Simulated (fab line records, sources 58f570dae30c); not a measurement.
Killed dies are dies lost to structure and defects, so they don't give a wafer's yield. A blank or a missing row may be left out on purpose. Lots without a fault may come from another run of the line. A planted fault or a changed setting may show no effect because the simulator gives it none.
Which tool did it? | flow berkeley_cmos170 | 15 lots, 45 wafers sampled, at 4 steps of a route of 331

WHAT THE GAUGES READ, wafer by wafer
UCB170_NLDD_OVL_MEAS_07. Usual: NLDD_OVL 5 nm, standard deviation 6.
lot  | measured     | on         | NLDD_OVL (nm) | flag
L872 | day 6 17:13  | overlay-01 | 6 9 3         |
L873 | day 6 16:58  | overlay-01 | -4 11 3       |
L874 | day 7 00:13  | overlay-02 | 12 18 15      |
L877 | day 6 23:57  | overlay-02 | 11 14 15      |
L876 | day 7 00:51  | overlay-02 | -6 4 -4       |
L875 | day 7 01:01  | overlay-01 | 12 10 8       |
L879 | day 8 01:14  | overlay-01 | 9 3 7         |
L881 | day 8 10:06  | overlay-02 | 3 7 4         |
L883 | day 8 09:37  | overlay-01 | -4 -3 -5      |
L891 | day 10 02:43 | overlay-01 | -4 -6 -1      |
L890 | day 10 03:08 | overlay-02 | 11 9 7        |
L892 | day 10 17:24 | overlay-02 | 2 10 6        |
L893 | day 10 23:05 | overlay-01 | -4 -1 2       |
L895 | day 10 23:30 | overlay-02 | 5 2 10        |
L894 | day 10 22:47 | overlay-01 | 14 1 5        |

UCB170_PSD_OVL_MEAS_07. Usual: PSD_OVL 1 nm, standard deviation 4.8.
lot  | measured     | on         | PSD_OVL (nm) | flag
L872 | day 6 22:43  | overlay-01 | 0 3 0        |
L873 | day 6 22:54  | overlay-02 | 8 11 0       |
L874 | day 7 07:28  | overlay-02 | -3 -1 -4     |
L877 | day 7 07:27  | overlay-01 | 2 0 3        |
L876 | day 7 07:44  | overlay-01 | 4 7 4        |
L875 | day 7 07:56  | overlay-01 | -4 0 -5      |
L879 | day 8 08:54  | overlay-02 | 4 2 -5       |
L881 | day 8 16:55  | overlay-02 | -5 0 -1      |
L883 | day 8 16:38  | overlay-01 | 3 3 6        |
L891 | day 10 08:20 | overlay-01 | 5 -3 8       |
L890 | day 10 08:49 | overlay-02 | -1 -8 2      |
L892 | day 11 00:39 | overlay-02 | 4 9 10       |
L893 | day 11 05:54 | overlay-01 | -1 0 -1      |
L895 | day 11 06:11 | overlay-01 | 3 5 6        |
L894 | day 11 05:27 | overlay-01 | 7 4 8        |

WHICH TOOL RAN EACH LOT (tool, then ch and the chambers of the sampled wafers, then the start)
lot  | UCB170_ACTIVE_ETCH_15             | UCB170_PLDD_CLEAN_12
L872 | rie_diel-04 ch 1,2,3, day 4 15:04 | wet_bench-03 ch 1, day 6 15:55
L873 | rie_diel-02 ch 2,3, day 4 15:11   | wet_bench-04 ch 0, day 6 15:29
L874 | rie_diel-01 ch 0,1,3, day 4 19:07 | wet_bench-04 ch 1, day 6 22:52
L877 | rie_diel-04 ch 0,3, day 4 22:44   | wet_bench-04 ch 2, day 6 22:34
L876 | rie_diel-02 ch 0,2,3, day 4 23:01 | wet_bench-03 ch 2, day 6 23:28
L875 | rie_diel-01 ch 0,1, day 4 23:17   | wet_bench-03 ch 3, day 6 23:50
L879 | rie_diel-04 ch 1,2,3, day 5 23:14 | wet_bench-03 ch 2, day 7 23:46
L881 | rie_diel-02 ch 0,1,2, day 6 06:19 | wet_bench-03 ch 2, day 8 08:43
L883 | rie_diel-04 ch 1,2, day 6 08:01   | wet_bench-04 ch 1, day 8 08:13
L891 | rie_diel-04 ch 1,2, day 8 01:23   | wet_bench-02 ch 2, day 10 01:07
L890 | rie_diel-02 ch 0,1,3, day 8 01:38 | wet_bench-02 ch 1, day 10 01:17
L892 | rie_diel-02 ch 1,2, day 8 16:26   | wet_bench-04 ch 0, day 10 16:03
L893 | rie_diel-01 ch 0,2,3, day 8 22:15 | wet_bench-03 ch 2, day 10 21:54
L895 | rie_diel-02 ch 0,2,3, day 9 00:22 | wet_bench-03 ch 0, day 10 22:17
L894 | rie_diel-01 ch 0,1, day 9 00:45   | wet_bench-03 ch 3, day 10 21:23
- UCB170_ACTIVE_ETCH_15: etches Si3N4 in CH3F/Ar/O2, stops on SiO2, target depth 242 nm, time 151 s.
- UCB170_PLDD_CLEAN_12: cleans in SPM, time 600 s.

WHAT THE TOOLS THEMSELVES READ (means of the sampled wafers that have a number; where no wafer has one, the mark that the record gives instead)
UCB170_ACTIVE_ETCH_15. Usual: drypump_motor_current_A 5.7 A, standard deviation 0.49; oes_product_au 0.946 a.u., standard deviation 0.017; throttle_valve_pct 8.05 %, standard deviation 0.14.
lot  | tool        | drypump_motor_current_A (A) | oes_product_au (a.u.) | throttle_valve_pct (%) | flag
L872 | rie_diel-04 | 5.2                         | 0.929                 | 8.12                   |
L873 | rie_diel-02 | 5.8                         | 0.948                 | 8.18                   |
L874 | rie_diel-01 | 5.6                         | 0.946                 | 8.07                   |
L877 | rie_diel-04 | 6.0                         | 0.929                 | 7.99                   |
L876 | rie_diel-02 | 5.7                         | 0.950                 | 8.10                   |
L875 | rie_diel-01 | 5.7                         | 0.951                 | 8.00                   |
L879 | rie_diel-04 | 5.2                         | 0.936                 | 8.13                   |
L881 | rie_diel-02 | 5.9                         | 0.956                 | 7.95                   |
L883 | rie_diel-04 | 4.9                         | 0.929                 | 8.20                   |
L891 | rie_diel-04 | 4.9                         | 0.950                 | 8.15                   |
L890 | rie_diel-02 | 5.9                         | 0.954                 | 8.09                   |
L892 | rie_diel-02 | 5.9                         | 0.954                 | 7.89                   |
L893 | rie_diel-01 | 5.7                         | 0.946                 | 8.08                   |
L895 | rie_diel-02 | 5.7                         | 0.952                 | 8.10                   |
L894 | rie_diel-01 | 5.7                         | 0.954                 | 8.00                   |

UCB170_PLDD_CLEAN_12. Usual: bath_guard_temp_C 120.1 C, standard deviation 0.55; bath_heat_duty_pct 13.1 %, standard deviation 1.8.
lot  | tool         | bath_guard_temp_C (C) | bath_heat_duty_pct (%) | flag
L872 | wet_bench-03 | 120.0                 | 12.5                   |
L873 | wet_bench-04 | 121.2                 | 12.1                   |
L874 | wet_bench-04 | 120.5                 | 15.8                   |
L877 | wet_bench-04 | 119.6                 | 12.9                   |
L876 | wet_bench-03 | 119.8                 | 10.7                   |
L875 | wet_bench-03 | 119.8                 | 13.6                   |
L879 | wet_bench-03 | -                     | -                      | OFF
L881 | wet_bench-03 | -                     | -                      | OFF
L883 | wet_bench-04 | -                     | -                      | OFF
L891 | wet_bench-02 | 119.3                 | 15.0                   |
L890 | wet_bench-02 | 120.1                 | 12.7                   |
L892 | wet_bench-04 | 121.1                 | 12.4                   |
L893 | wet_bench-03 | 119.9                 | 11.0                   |
L895 | wet_bench-03 | 120.4                 | 14.1                   |
L894 | wet_bench-03 | 119.7                 | 13.6                   |

THE ANSWER, worked out from the rows above alone
Rule: a lot is off if the mean of its wafers that have a number lies more than 3 standard deviations from the usual mean. A lot without any number at a reading at which 4 lots or more have one is off too. The other lots that the step has rows for count as sound. The gauges are gone through in route order, then the tools' own readings, and for those a lot's mean is taken as printed above. The first step at which some lot is off is used, and at that step the reading that is off furthest; a lot without a number counts as furthest.
Off: L879, L881, L883, at UCB170_PLDD_CLEAN_12 (bath_guard_temp_C). Without a number there: L879, L881, L883.
A tool fits if, at that step or a process step before it, it ran every lot that is off, and no sound lot after the first of them. None of those tried fits.

WHAT THE SIMULATOR HAD PUT IN
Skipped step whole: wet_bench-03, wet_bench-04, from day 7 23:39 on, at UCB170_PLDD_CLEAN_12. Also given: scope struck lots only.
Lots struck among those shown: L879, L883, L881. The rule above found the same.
